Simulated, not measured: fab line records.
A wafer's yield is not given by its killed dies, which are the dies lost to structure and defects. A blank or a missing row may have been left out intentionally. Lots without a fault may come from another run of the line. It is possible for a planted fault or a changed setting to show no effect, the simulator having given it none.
Split-lot study | flow berkeley cmos170 | 23 wafers read across 5 lots, on a route 331 steps long

THE SPLIT ITSELF
At UCB170_M3_SPUTTER_01 (material Al, target thk 900 nm, time 120 s), the setting time s was moved away from the recipe's 120 s on 6 of the 23 wafers read, by -11.7% to +11.6%. All remaining wafers had this setting at the recipe value.

FROM THE SPLIT TO THE READING: what the file shows between them, 1 step
- UCB170_M3_RS_MEAS_02: measures by four-point-probe

THE READING
M3_AL_THK, in nm, at UCB170_M3_THK_MEAS_03 (measures by xrf). On this fab line, fault-free wafers typically give 893 nm with a standard deviation of 13 nm.

wafer  | tool, chamber at the split | time s as run, s | against the recipe | M3_AL_THK, nm | against lot-mates on the recipe
L077.1 | pvd sputter-02, -          | 105.9            | -11.7%             | 786           | -104
L077.2 | pvd sputter-02, -          | 105.9            | -11.7%             | 802           | -88
L077.4 | pvd sputter-02, -          | 120              | recipe             | 876           | -
L077.5 | pvd sputter-02, -          | 120              | recipe             | 895           | -
L077.6 | pvd sputter-02, -          | 120              | recipe             | 898           | -
L081.1 | pvd sputter-03, -          | 120              | recipe             | 883           | -
L081.2 | pvd sputter-03, -          | 120              | recipe             | 898           | -
L081.6 | pvd sputter-03, -          | 120              | recipe             | 902           | -
L082.1 | pvd sputter-01, -          | 120              | recipe             | 897           | -
L082.2 | pvd sputter-01, -          | 120              | recipe             | 879           | -
L082.4 | pvd sputter-01, -          | 120              | recipe             | 897           | -
L082.5 | pvd sputter-01, -          | 120              | recipe             | 895           | -
L082.6 | pvd sputter-01, -          | 120              | recipe             | 905           | -
L085.1 | pvd sputter-03, -          | 120              | recipe             | 886           | -
L085.2 | pvd sputter-03, -          | 114.1            | -4.9%              | 844           | -29
L085.4 | pvd sputter-03, -          | 120              | recipe             | 867           | -
L085.5 | pvd sputter-03, -          | 120              | recipe             | 866           | -
L085.6 | pvd sputter-03, -          | 114.1            | -4.9%              | 832           | -41
L084.1 | pvd sputter-01, -          | 120              | recipe             | 921           | -
L084.3 | pvd sputter-01, -          | 120              | recipe             | 896           | -
L084.4 | pvd sputter-01, -          | 120              | recipe             | 895           | -
L084.5 | pvd sputter-01, -          | 133.9            | +11.6%             | 1019          | +115
L084.6 | pvd sputter-01, -          | 133.9            | +11.6%             | 1010          | +106

FIT RESULTS
A straight line over all 23 wafers: M3_AL_THK changes by +9.59 nm for each +1% of time s; r = +0.96; the points scatter about the line by 14 nm.
The same after taking each lot's own level away (the mean of its wafers on the recipe; 23 wafers): +8.73 nm for each +1%; r = +0.98; scatter 9.9 nm.
The reading moves by 1e+02 nm for the largest change in time s, on that fit.
From 873.0 to 904.0 nm: that is the span of the lots' own levels, equal to 2.4 times the standard deviation above.
The two slopes agree, so the slope changes little with the lot-to-lot level.
Check: with one of the wafers moved furthest among these (-11.7%) left out of the fit, the line predicts -99.3 nm for it against its lot-mates. It came out at -104 nm against them.

THE OTHER SPLITS THESE WAFERS WENT THROUGH
These wafers also went through other splits before the reading. Each is held against what the fit with the lots' levels taken away leaves over:
other split on the same wafers      | wafers away from the commonest value | r with M3_AL_THK (lot level and that fit taken away)
UCB170_CONTACT_CVD_01 o2 flow sccm  | 15                                   | +0.06
UCB170_CONTACT_ETCH_18 time s       | 7                                    | +0.09
UCB170_M1_COAT_04 spin rpm          | 10                                   | +0.10
UCB170_V1_CVD_00 time s             | 10                                   | +0.20
UCB170_V1_PEB_10 peb temp c         | 6                                    | +0.13
UCB170_V1_ETCH_14 rf w              | 6                                    | -0.23
UCB170_V2_CMP_02 leave above ref nm | 8                                    | -0.08
UCB170_V2_SOFTBAKE_08 time s        | 6                                    | -0.07

THE WHOLE CHAIN: every reading that the file lists as answering this split, in the file's order
step                  | what it does                               | reading                                                                     | change (the file's fit)               | r (the file's)
UCB170_M3_SPUTTER_01  | material Al, target thk 900 nm, time 120 s | Al_of_M3_SPUTTER_01.thk nm (the simulator's own value, which no gauge read) | +8.59 nm for each +1% of the setting  | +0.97
UCB170_M3_RS_MEAS_02  | measures by four-point-probe               | M3_AL_RS                                                                    | -0.000314 for each +1% of the setting | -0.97
UCB170_M3_THK_MEAS_03 | measures by xrf                            | M3_AL_THK                                                                   | +8.7 for each +1% of the setting      | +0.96

THE FILE'S OWN FIT
M3_AL_THK changes by +8.7 nm for each +1% of time s, r = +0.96.
